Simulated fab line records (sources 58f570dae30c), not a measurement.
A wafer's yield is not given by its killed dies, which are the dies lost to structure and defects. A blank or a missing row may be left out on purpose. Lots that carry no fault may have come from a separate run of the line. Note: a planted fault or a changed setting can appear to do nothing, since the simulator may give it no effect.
Which of the tools did it? + flow berkeley cmos170 + 14 lots with 42 wafers sampled at 5 steps, on a route of 331 steps

WHAT THE GAUGES READ, wafer by wafer
UCB170_PWELL_OVL_MEAS_13. Usual: for PWELL_OVL the level is -1 nm and the standard deviation is 5.
| lot  | measured    | on         | PWELL_OVL (nm) | flag |
|------|-------------|------------|----------------|------|
| L534 | day 3 09:17 | overlay-01 | -3 -1 1        |      |
| L535 | day 3 21:19 | overlay-01 | 4 2 0          |      |
| L537 | day 3 21:35 | overlay-02 | 4 1 6          |      |
| L536 | day 3 21:29 | overlay-01 | -6 -3 -7       |      |
| L538 | day 4 02:14 | overlay-01 | 4 3 7          |      |
| L540 | day 4 12:26 | overlay-01 | 0 1 2          |      |
| L541 | day 4 21:47 | overlay-01 | -4 -2 -6       |      |
| L543 | day 5 04:52 | overlay-01 | -3 0 -5        |      |
| L546 | day 6 00:17 | overlay-01 | 1 4 4          |      |
| L550 | day 6 20:28 | overlay-02 | -4 0 -7        |      |
| L552 | day 7 04:54 | overlay-01 | -9 -1 -3       |      |
| L553 | day 7 05:08 | overlay-01 | -7 -11 -3      |      |
| L554 | day 7 13:53 | overlay-02 | -4 2 -2        |      |
| L557 | day 8 02:06 | overlay-02 | -4 -7 -2       |      |

UCB170_PFIELD_TW_MEAS_09. Usual: for PFIELD_TW the level is 600 and the standard deviation is 5.2.
| lot  | measured    | on            | PFIELD_TW   | flag |
|------|-------------|---------------|-------------|------|
| L534 | day 4 22:26 | film metro-02 | 594 597 594 |      |
| L535 | day 5 10:31 | film metro-02 | 597 599 598 |      |
| L537 | day 5 10:11 | film metro-01 | 604 602 601 |      |
| L536 | day 5 10:28 | film metro-04 | 603 604 605 |      |
| L538 | day 5 13:39 | film metro-02 | 599 601 597 |      |
| L540 | day 6 01:57 | film metro-04 | 606 608 608 |      |
| L541 | day 6 10:32 | film metro-01 | 525 524 522 | OFF  |
| L543 | day 6 16:08 | film metro-04 | 610 609 607 |      |
| L546 | day 7 12:33 | film metro-02 | 530 526 527 | OFF  |
| L550 | day 8 08:34 | film metro-02 | 598 593 597 |      |
| L552 | day 8 20:51 | film metro-02 | 596 595 594 |      |
| L553 | day 8 21:11 | film metro-01 | 598 602 597 |      |
| L554 | day 9 06:19 | film metro-04 | 607 608 608 |      |
| L557 | day 9 17:23 | film metro-02 | 599 598 600 |      |

UCB170_FIELD_THK_MEAS_90. Usual: for FIELD_OXIDE_LEFT_1_THK the level is 440 nm and the standard deviation is 11.
| lot  | measured     | on            | FIELD_OXIDE_LEFT_1_THK (nm) | flag |
|------|--------------|---------------|-----------------------------|------|
| L534 | day 5 15:37  | film metro-03 | 437 438 429                 |      |
| L535 | day 6 04:28  | film metro-02 | 455 454 450                 |      |
| L537 | day 6 04:31  | film metro-01 | 437 439 438                 |      |
| L536 | day 6 04:26  | film metro-03 | 453 439 452                 |      |
| L538 | day 6 04:26  | film metro-01 | 442 446 439                 |      |
| L540 | day 6 22:43  | film metro-02 | 464 458 452                 |      |
| L541 | day 7 02:31  | film metro-03 | 452 446 440                 |      |
| L543 | day 7 08:19  | film metro-03 | 444 432 431                 |      |
| L546 | day 8 03:03  | film metro-02 | 448 441 431                 |      |
| L550 | day 9 04:32  | film metro-03 | 434 447 437                 |      |
| L552 | day 9 15:38  | film metro-03 | 435 438 433                 |      |
| L553 | day 9 15:37  | film metro-02 | 425 427 429                 |      |
| L554 | day 10 01:20 | film metro-02 | 451 440 442                 |      |
| L557 | day 10 10:04 | film metro-02 | 443 431 428                 |      |

TOOL THAT RAN EACH LOT (tool first, then ch and the chambers of the sampled wafers, then the start)
| lot  | UCB170_NWELL_ETCH_13              | UCB170_PFIELD_IMPLANT_07       |
|------|-----------------------------------|--------------------------------|
| L534 | rie diel-03 ch 0,1,3, day 2 15:11 | implanter-04 ch 0, day 4 22:11 |
| L535 | rie diel-01 ch 0,1,2, day 3 01:23 | implanter-02 ch 0, day 5 10:17 |
| L537 | rie diel-03 ch 0,3, day 3 01:32   | implanter-02 ch 0, day 5 09:58 |
| L536 | rie diel-02 ch 1,2,3, day 3 01:56 | implanter-04 ch 0, day 5 10:13 |
| L538 | rie diel-01 ch 1,2,3, day 3 08:26 | implanter-02 ch 0, day 5 13:24 |
| L540 | rie diel-02 ch 0,2,3, day 3 18:43 | implanter-04 ch 0, day 6 01:42 |
| L541 | rie diel-03 ch 0,3, day 4 00:14   | implanter-04 ch 0, day 6 10:17 |
| L543 | rie diel-03 ch 0,1,3, day 4 09:46 | implanter-02 ch 0, day 6 15:56 |
| L546 | rie diel-01 ch 1,2, day 5 02:54   | implanter-04 ch 0, day 7 12:18 |
| L550 | rie diel-01 ch 0,3, day 5 22:25   | implanter-02 ch 0, day 8 08:20 |
| L552 | rie diel-02 ch 0,2,3, day 6 09:10 | implanter-01 ch 0, day 8 20:37 |
| L553 | rie diel-01 ch 0,2,3, day 6 09:26 | implanter-02 ch 0, day 8 20:56 |
| L554 | rie diel-02 ch 0,2,3, day 6 19:08 | implanter-01 ch 0, day 9 06:05 |
| L557 | rie diel-03 ch 2,3, day 7 06:09   | implanter-02 ch 0, day 9 17:08 |
- UCB170_NWELL_ETCH_13: etches Si3N4 in CH3F/Ar/O2, stops on SiO2, target depth 246.4 nm, time 154 s.
- UCB170_PFIELD_IMPLANT_07

WHAT THE TOOLS THEMSELVES READ (means of the sampled wafers that have a number; where no wafer has one, the mark that the record gives instead)
UCB170_NWELL_ETCH_13. Usual: drypump motor current A 5.8 A, standard deviation 0.54; oes product au 0.936 a.u., standard deviation 0.011; rf fwd power W 448.2 W, standard deviation 1.3; throttle valve pct 7.98 %, standard deviation 0.085.
| lot  | tool        | drypump motor current A (A) | oes product au (a.u.) | rf fwd power W (W) | throttle valve pct (%) | flag |
|------|-------------|-----------------------------|-----------------------|--------------------|------------------------|------|
| L534 | rie diel-03 | 5.9                         | 0.938                 | 448.2              | 7.98                   |      |
| L535 | rie diel-01 | 5.3                         | 0.924                 | 448.3              | 7.92                   |      |
| L537 | rie diel-03 | 5.7                         | 0.931                 | 449.7              | 7.94                   |      |
| L536 | rie diel-02 | 6.1                         | 0.947                 | 447.9              | 8.03                   |      |
| L538 | rie diel-01 | 5.6                         | 0.931                 | 447.9              | 7.93                   |      |
| L540 | rie diel-02 | 6.0                         | 0.950                 | 448.9              | 8.00                   |      |
| L541 | rie diel-03 | 5.7                         | 0.944                 | 447.2              | 7.92                   |      |
| L543 | rie diel-03 | 5.9                         | 0.946                 | 448.8              | 7.99                   |      |
| L546 | rie diel-01 | 5.3                         | 0.929                 | 448.3              | 7.93                   |      |
| L550 | rie diel-01 | 6.1                         | 0.928                 | 447.7              | 7.95                   |      |
| L552 | rie diel-02 | 6.0                         | 0.951                 | 448.8              | 7.99                   |      |
| L553 | rie diel-01 | 5.7                         | 0.923                 | 448.2              | 7.95                   |      |
| L554 | rie diel-02 | 5.9                         | 0.938                 | 447.8              | 7.99                   |      |
| L557 | rie diel-03 | 6.4                         | 0.927                 | 448.2              | 8.11                   |      |

UCB170_PFIELD_IMPLANT_07. Usual: dose ions cm2 2.0001e+13, standard deviation 2.2e+10; faraday current uA 63.4, standard deviation 1.2.
| lot  | tool         | dose ions cm2 | faraday current uA | flag |
|------|--------------|---------------|--------------------|------|
| L534 | implanter-04 | 1.9993e+13    | 64.1               |      |
| L535 | implanter-02 | 2.0009e+13    | 65.5               |      |
| L537 | implanter-02 | 2.0018e+13    | 63.4               |      |
| L536 | implanter-04 | 2.0010e+13    | 62.8               |      |
| L538 | implanter-02 | 2.0014e+13    | 63.1               |      |
| L540 | implanter-04 | 2.0006e+13    | 63.3               |      |
| L541 | implanter-04 | 1.3474e+13    | 43.1               | OFF  |
| L543 | implanter-02 | 1.9969e+13    | 63.0               |      |
| L546 | implanter-04 | 1.3485e+13    | 42.1               | OFF  |
| L550 | implanter-02 | 1.9973e+13    | 63.3               |      |
| L552 | implanter-01 | 1.9987e+13    | 63.1               |      |
| L553 | implanter-02 | 2.0018e+13    | 63.2               |      |
| L554 | implanter-01 | 2.0009e+13    | 63.5               |      |
| L557 | implanter-02 | 2.0007e+13    | 63.3               |      |

THE ANSWER, worked out from the rows above alone
Rule: take the mean of a lot's wafers that have a number; if it is more than 3 standard deviations from the usual mean, the lot is off. A lot without any number at a reading at which 4 lots or more have one is off too. Any other lot the step has rows for is counted as sound. Order of review: gauges by route order, followed by the tools' own readings, for which a lot's mean as printed above is used. The first step at which some lot is off is used, and at that step the reading that is off furthest; a lot without a number counts as furthest.
Off: at UCB170_PFIELD_TW_MEAS_09 (PFIELD_TW), L541, L546.
A tool fits if, at a process step before that reading, it ran every lot that is off, and no sound lot after the first of them. The gauges at UCB170_PFIELD_TW_MEAS_09 aren't tried: what is off there is off at UCB170_PFIELD_IMPLANT_07 too, on other tools, and a gauge's error can't cause that. One fits: implanter-04 at UCB170_PFIELD_IMPLANT_07. Its last sound lot is L540 (day 6 01:42), its first lot that is off L541 (day 6 10:17): a fault that began between those two fits.
The tool's own readings at UCB170_PFIELD_IMPLANT_07 bear it out: on the lots that are off they differ by more than 5 times the standard deviation of the sound lots' means. dose ions cm2 reads 1.3480e+13 there against 2.0001e+13 on the sound lots; faraday current uA reads 42.6 there against 63.5 on the sound lots.

WHAT THE SIMULATOR HAD INSERTED
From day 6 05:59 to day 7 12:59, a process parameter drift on implanter-04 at UCB170_PFIELD_IMPLANT_07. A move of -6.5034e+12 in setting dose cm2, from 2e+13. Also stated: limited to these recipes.
Shown lots that were struck: L541, L546. The rule above reached the same finding.
